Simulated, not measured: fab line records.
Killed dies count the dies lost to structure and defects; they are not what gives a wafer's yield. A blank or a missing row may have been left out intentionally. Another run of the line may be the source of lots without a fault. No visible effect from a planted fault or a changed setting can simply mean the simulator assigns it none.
The tool behind it: which one? ; flow rit cmos ; 42 wafers sampled from 14 lots at 1 step of a route of 202

WHAT THE GAUGES READ, wafer by wafer
RIT_NRETRO_OVL_MEAS_06.
lot;measured;on;NRETRO_OVL (nm)
L902;day 2 08:30;overlay-01;1.7 1.6 1.3
L903;day 2 16:13;overlay-01;0.4 0.7 -2.0
L905;day 3 01:58;overlay-01;-0.4 0.3 -0.6
L906;day 3 09:51;overlay-01;1.8 0.8 1.9
L907;day 3 14:08;overlay-01;-1.8 -1.7 -0.3
L908;day 3 16:46;overlay-01;0.8 0.5 0.1
L912;day 4 13:58;overlay-01;3.2 1.9 2.6
L913;day 4 16:42;overlay-01;0.8 -1.6 -0.4
L914;day 4 21:27;overlay-02;0.5 0.8 0.1
L919;day 6 00:08;overlay-01;1.5 1.9 0.6
L922;day 6 12:34;overlay-02;-0.3 -0.1 0.1
L923;day 6 17:31;overlay-02;-0.4 -0.7 1.1
L924;day 6 22:45;overlay-01;-1.9 -0.1 1.9
L925;day 7 03:42;overlay-02;2.6 1.8 2.1

WHICH TOOL RAN EACH LOT (tool, then ch and the chambers of the sampled wafers, then the start)
The record shows no process step preceding these readings.

AS READ BY THE TOOLS THEMSELVES (means over the sampled wafers that have a number; for cases with no such wafer, the mark the record gives instead)
The record holds no such reading with a usual standard deviation.

THE ANSWER, worked out from the rows above alone
Rule: the lots themselves supply what counts as usual. The widest of any qualifying gaps counts: lots, ordered by their means at a reading, are off when they make up no more than a third of the lots, leave a main group of 4 or more, and stand apart from it by 3 or more times the standard deviation of that group's means. If all means in a main group match to the digits the tables above print for the reading, that group is not used. A lot without any number at a reading at which 4 lots or more have one is off too. The other lots that the step has rows for count as sound. Order of review: gauges by route order, followed by the tools' own readings, for which a lot's mean as printed above is used. At the first step where some lot is off, the reading lying furthest off is the one used; lots without a number count as furthest.
No lot is off on any of the readings shown, so nothing can be concluded from this.

WHAT THE SIMULATOR HAD PUT IN
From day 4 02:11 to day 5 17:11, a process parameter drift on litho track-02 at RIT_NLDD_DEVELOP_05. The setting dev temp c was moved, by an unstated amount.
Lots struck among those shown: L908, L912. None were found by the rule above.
